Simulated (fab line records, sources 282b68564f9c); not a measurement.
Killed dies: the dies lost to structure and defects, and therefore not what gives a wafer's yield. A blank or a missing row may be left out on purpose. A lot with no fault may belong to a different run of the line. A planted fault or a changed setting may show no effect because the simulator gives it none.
Split-lot experiment || flow rit_cmos || 23 wafers read across 5 lots, on a route 202 steps long

== THE SPLIT ITSELF ==
At RIT_PLDD_IMPLANT_08, the setting dose_cm2 was moved away from the recipe's 9e+14 on 8 of the 23 wafers read, by -4.7% to +6.6%. For the rest of the wafers, this setting stayed at what the recipe calls for.

== FROM THE SPLIT TO THE READING: what the file shows between them, 9 steps ==
- RIT_PLDD_STRIP_09: strips in O2, time 180 s
- RIT_PLDD_TW_MEAS_10
- RIT_SPACER_CVD_03: deposits Si3N4 from SiH2Cl2/NH3, target thk 250 nm, time 3300 s (also split here: temp_c)
- RIT_SPACER_THK_MEAS_04
- RIT_SPACER_ETCHBACK_05: etches Si3N4 in SF6/CHF3, stops on SiO2, target depth 250 nm, time 240 s
- RIT_NSD_IMPLANT_08 (also split here: energy_kev)
- RIT_SDANNEAL_CLEAN_01: cleans in dHF, time 30 s (also split here: time_s)
- RIT_SDANNEAL_CLEAN_02: cleans in SC2, time 600 s
- RIT_SDANNEAL_RTA_03: time 5 s

== THE READING ==
Measured at RIT_SDANNEAL_RS_MEAS_06 by four-point probe: PLDD_RS, in ohm/sq. Typical for fault-free wafers on this fab line: 178.5 ohm/sq, with standard deviation 0.37 ohm/sq.

{"wafer": "L074.1", "tool, chamber at the split": "implanter-01, 0", "dose_cm2 as run": 9.594e+14, "against the recipe": "+6.6%", "PLDD_RS, ohm/sq": 173.3, "against lot-mates on the recipe": -5.2}
{"wafer": "L074.2", "tool, chamber at the split": "implanter-01, 0", "dose_cm2 as run": 9.594e+14, "against the recipe": "+6.6%", "PLDD_RS, ohm/sq": 173.0, "against lot-mates on the recipe": -5.6}
{"wafer": "L074.3", "tool, chamber at the split": "implanter-01, 0", "dose_cm2 as run": 9e+14, "against the recipe": "recipe", "PLDD_RS, ohm/sq": 178.4, "against lot-mates on the recipe": "-"}
{"wafer": "L074.4", "tool, chamber at the split": "implanter-01, 0", "dose_cm2 as run": 9.594e+14, "against the recipe": "+6.6%", "PLDD_RS, ohm/sq": 173.1, "against lot-mates on the recipe": -5.5}
{"wafer": "L074.5", "tool, chamber at the split": "implanter-01, 0", "dose_cm2 as run": 9e+14, "against the recipe": "recipe", "PLDD_RS, ohm/sq": 178.7, "against lot-mates on the recipe": "-"}
{"wafer": "L078.1", "tool, chamber at the split": "implanter-02, 0", "dose_cm2 as run": 8.647e+14, "against the recipe": "-3.9%", "PLDD_RS, ohm/sq": 182.6, "against lot-mates on the recipe": "+3.8"}
{"wafer": "L078.2", "tool, chamber at the split": "implanter-02, 0", "dose_cm2 as run": 9e+14, "against the recipe": "recipe", "PLDD_RS, ohm/sq": 179.0, "against lot-mates on the recipe": "-"}
{"wafer": "L078.3", "tool, chamber at the split": "implanter-02, 0", "dose_cm2 as run": 8.647e+14, "against the recipe": "-3.9%", "PLDD_RS, ohm/sq": 182.5, "against lot-mates on the recipe": "+3.7"}
{"wafer": "L078.5", "tool, chamber at the split": "implanter-02, 0", "dose_cm2 as run": 8.647e+14, "against the recipe": "-3.9%", "PLDD_RS, ohm/sq": 181.9, "against lot-mates on the recipe": "+3.1"}
{"wafer": "L078.6", "tool, chamber at the split": "implanter-02, 0", "dose_cm2 as run": 9e+14, "against the recipe": "recipe", "PLDD_RS, ohm/sq": 178.7, "against lot-mates on the recipe": "-"}
{"wafer": "L079.2", "tool, chamber at the split": "implanter-04, 0", "dose_cm2 as run": 9e+14, "against the recipe": "recipe", "PLDD_RS, ohm/sq": 179.0, "against lot-mates on the recipe": "-"}
{"wafer": "L079.3", "tool, chamber at the split": "implanter-04, 0", "dose_cm2 as run": 9e+14, "against the recipe": "recipe", "PLDD_RS, ohm/sq": 178.8, "against lot-mates on the recipe": "-"}
{"wafer": "L079.4", "tool, chamber at the split": "implanter-04, 0", "dose_cm2 as run": 9e+14, "against the recipe": "recipe", "PLDD_RS, ohm/sq": 178.4, "against lot-mates on the recipe": "-"}
{"wafer": "L079.5", "tool, chamber at the split": "implanter-04, 0", "dose_cm2 as run": 9e+14, "against the recipe": "recipe", "PLDD_RS, ohm/sq": 178.6, "against lot-mates on the recipe": "-"}
{"wafer": "L079.6", "tool, chamber at the split": "implanter-04, 0", "dose_cm2 as run": 9e+14, "against the recipe": "recipe", "PLDD_RS, ohm/sq": 178.6, "against lot-mates on the recipe": "-"}
{"wafer": "L084.1", "tool, chamber at the split": "implanter-04, 0", "dose_cm2 as run": 8.573e+14, "against the recipe": "-4.7%", "PLDD_RS, ohm/sq": 182.5, "against lot-mates on the recipe": "+3.8"}
{"wafer": "L084.2", "tool, chamber at the split": "implanter-04, 0", "dose_cm2 as run": 9e+14, "against the recipe": "recipe", "PLDD_RS, ohm/sq": 178.6, "against lot-mates on the recipe": "-"}
{"wafer": "L084.3", "tool, chamber at the split": "implanter-04, 0", "dose_cm2 as run": 9e+14, "against the recipe": "recipe", "PLDD_RS, ohm/sq": 178.6, "against lot-mates on the recipe": "-"}
{"wafer": "L084.5", "tool, chamber at the split": "implanter-04, 0", "dose_cm2 as run": 9e+14, "against the recipe": "recipe", "PLDD_RS, ohm/sq": 178.9, "against lot-mates on the recipe": "-"}
{"wafer": "L084.6", "tool, chamber at the split": "implanter-04, 0", "dose_cm2 as run": 8.573e+14, "against the recipe": "-4.7%", "PLDD_RS, ohm/sq": 183.1, "against lot-mates on the recipe": "+4.4"}
{"wafer": "L085.2", "tool, chamber at the split": "implanter-01, 0", "dose_cm2 as run": 9e+14, "against the recipe": "recipe", "PLDD_RS, ohm/sq": 178.5, "against lot-mates on the recipe": "-"}
{"wafer": "L085.4", "tool, chamber at the split": "implanter-01, 0", "dose_cm2 as run": 9e+14, "against the recipe": "recipe", "PLDD_RS, ohm/sq": 178.4, "against lot-mates on the recipe": "-"}
{"wafer": "L085.5", "tool, chamber at the split": "implanter-01, 0", "dose_cm2 as run": 9e+14, "against the recipe": "recipe", "PLDD_RS, ohm/sq": 178.9, "against lot-mates on the recipe": "-"}

FIT RESULTS
A straight line over all 23 wafers: PLDD_RS changes by -0.865 ohm/sq for each +1% of dose_cm2; r = -1.00; the points scatter about the line by 0.25 ohm/sq.
The same after taking each lot's own level away (the mean of its wafers on the recipe; 23 wafers): -0.843 ohm/sq for each +1%; r = -1.00; scatter 0.23 ohm/sq.
According to that fit, moving dose_cm2 by its largest amount changes the reading by 5.6 ohm/sq.
The lots' own levels span 178.55 to 178.85 ohm/sq, that is 0.8 times the standard deviation above.
Hence the lot-to-lot level has little effect on the slope; both slopes agree.
Check: for one of the wafers moved furthest among these (+6.6%), held out of the fit, the line's prediction against its lot-mates is -5.6 ohm/sq. It came out at -5.25 ohm/sq against them.

== THE OTHER SPLITS THESE WAFERS WENT THROUGH ==
Before the reading, these wafers also passed through other splits. Each is held against what the fit with the lots' levels taken away leaves over:
{"other split on the same wafers": "RIT_SPACER_CVD_03 temp_c", "wafers away from the commonest value": 5, "r with PLDD_RS (lot level and that fit taken away)": "+0.13"}
{"other split on the same wafers": "RIT_NSD_IMPLANT_08 energy_kev", "wafers away from the commonest value": 9, "r with PLDD_RS (lot level and that fit taken away)": "+0.03"}
{"other split on the same wafers": "RIT_SDANNEAL_CLEAN_01 time_s", "wafers away from the commonest value": 5, "r with PLDD_RS (lot level and that fit taken away)": -0.09}

== THE WHOLE CHAIN: every reading that the file lists as answering this split, in the file's order ==
{"step": "RIT_PLDD_TW_MEAS_10", "what it does": "", "reading": "PLDD_TW", "change (the file's fit)": "+6.2 for each +1% of the setting", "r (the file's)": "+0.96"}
{"step": "RIT_SDANNEAL_RS_MEAS_06", "what it does": "measures by four-point-probe", "reading": "PLDD_RS", "change (the file's fit)": "-0.85 for each +1% of the setting", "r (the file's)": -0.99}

== THE FILE'S OWN FIT ==
PLDD_RS changes by -0.85 ohm/sq for each +1% of dose_cm2, r = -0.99.
